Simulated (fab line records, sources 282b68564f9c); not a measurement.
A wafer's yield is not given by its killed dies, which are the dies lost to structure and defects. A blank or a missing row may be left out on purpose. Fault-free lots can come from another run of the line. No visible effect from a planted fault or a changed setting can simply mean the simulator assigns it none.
Which tool is to blame? -- flow rit cmos -- 42 wafers from 14 lots sampled at 3 of the route's 202 steps

== WHAT EACH GAUGE READ, for each wafer ==
RIT_SILICIDE_RS_MEAS_02: measures by four-point-probe.
lot,measured,on,SILICIDE_TI_RS (ohm/sq)
L480,day 3 07:58,film metro-04,44.2 44.3 44.8
L481,day 3 17:20,film metro-03,44.4 44.4 44.1
L482,day 3 18:50,film metro-03,43.6 44.1 43.1
L483,day 3 22:46,film metro-04,45.0 44.7 44.7
L484,day 4 06:38,film metro-02,45.4 45.2 45.3
L485,day 4 09:48,film metro-02,44.2 43.7 44.1
L489,day 5 03:40,film metro-03,49.1 49.5 49.2
L491,day 5 17:08,film metro-04,50.6 50.2 50.2
L492,day 5 20:26,film metro-04,43.9 44.7 44.6
L496,day 6 14:07,film metro-02,43.7 43.6 42.6
L498,day 7 03:17,film metro-04,44.6 44.3 44.3
L500,day 7 11:28,film metro-04,44.2 43.4 43.8
L501,day 7 17:09,film metro-04,44.5 44.6 45.0
L502,day 7 22:25,film metro-04,44.0 44.0 44.3

RIT_SILICIDE_THK_MEAS_03: measures by xrf.
lot,measured,on,SILICIDE_TI_THK (nm)
L480,day 3 08:05,film metro-04,30.4 30.3 29.9
L481,day 3 17:26,film metro-03,30.0 30.2 30.3
L482,day 3 18:58,film metro-03,30.5 30.3 30.8
L483,day 3 22:53,film metro-04,29.9 30.0 29.9
L484,day 4 06:46,film metro-02,29.5 29.8 29.6
L485,day 4 09:55,film metro-02,30.3 30.5 30.2
L489,day 5 03:46,film metro-03,27.9 27.6 27.8
L491,day 5 17:15,film metro-04,26.9 27.2 27.2
L492,day 5 20:33,film metro-04,30.4 29.8 29.9
L496,day 6 14:13,film metro-02,30.5 30.6 31.2
L498,day 7 03:25,film metro-04,30.0 30.1 30.1
L500,day 7 11:35,film metro-04,30.2 30.5 30.4
L501,day 7 17:16,film metro-04,30.0 29.9 29.6
L502,day 7 22:31,film metro-04,30.2 30.2 30.1

== TOOL THAT RAN EACH LOT (tool first, then ch and the chambers of the sampled wafers, then the start) ==
lot,RIT_SILICIDE_SPUTTER_01
L480,"pvd sputter-03, day 3 07:49"
L481,"pvd sputter-01, day 3 17:10"
L482,"pvd sputter-03, day 3 18:41"
L483,"pvd sputter-01, day 3 22:37"
L484,"pvd sputter-04, day 4 06:29"
L485,"pvd sputter-01, day 4 09:39"
L489,"pvd sputter-01, day 5 03:28"
L491,"pvd sputter-01, day 5 16:58"
L492,"pvd sputter-03, day 5 20:17"
L496,"pvd sputter-03, day 6 13:56"
L498,"pvd sputter-04, day 7 03:08"
L500,"pvd sputter-03, day 7 11:19"
L501,"pvd sputter-04, day 7 16:59"
L502,"pvd sputter-04, day 7 22:14"
- RIT_SILICIDE_SPUTTER_01: material Ti, target thk 30 nm, time 240 s.

== WHAT THE TOOLS THEMSELVES READ (means of the sampled wafers that have a number; where no wafer has one, the mark that the record gives instead) ==
RIT_SILICIDE_SPUTTER_01.
lot,tool,throttle valve pct (%)
L480,pvd sputter-03,28.9
L481,pvd sputter-01,30.0
L482,pvd sputter-03,29.1
L483,pvd sputter-01,29.3
L484,pvd sputter-04,29.5
L485,pvd sputter-01,30.0
L489,pvd sputter-01,29.6
L491,pvd sputter-01,30.2
L492,pvd sputter-03,30.1
L496,pvd sputter-03,29.8
L498,pvd sputter-04,29.8
L500,pvd sputter-03,29.5
L501,pvd sputter-04,29.9
L502,pvd sputter-04,30.3

== THE ANSWER, worked out from the rows above alone ==
Rule: the usual values come from the lots themselves. The widest of any qualifying gaps counts: lots, ordered by their means at a reading, are off when they make up no more than a third of the lots, leave a main group of 4 or more, and stand apart from it by 3 or more times the standard deviation of that group's means. A main group whose means are all the same, to the digits that the tables above print for the reading, isn't used. A lot without any number at a reading at which 4 lots or more have one is off too. The other lots that the step has rows for count as sound. The gauges are gone through in route order, then the tools' own readings, and for those a lot's mean is taken as printed above. The first step at which some lot is off is used, and at that step the reading that is off furthest; a lot without a number counts as furthest.
Off: L489, L491, seen at RIT_SILICIDE_RS_MEAS_02 (SILICIDE_TI_RS). The main group has a mean of 44.3 ohm/sq with a standard deviation of 0.52.
A tool fits if, at a process step before that reading, it ran every lot that is off, and no sound lot after the first of them. Gauges at RIT_SILICIDE_RS_MEAS_02: tried the same way as those tools. One fits: RIT_SILICIDE_SPUTTER_01 on pvd sputter-01. Its last sound lot is L485 (day 4 09:39), its first lot that is off L489 (day 5 03:28): a fault that began between those two fits.

== WHAT THE SIMULATOR PUT IN ==
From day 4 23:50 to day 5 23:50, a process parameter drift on pvd sputter-01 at RIT_SILICIDE_SPUTTER_01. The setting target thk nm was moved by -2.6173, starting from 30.
Struck lots among those shown: L489, L491. The rule given above showed the same thing.
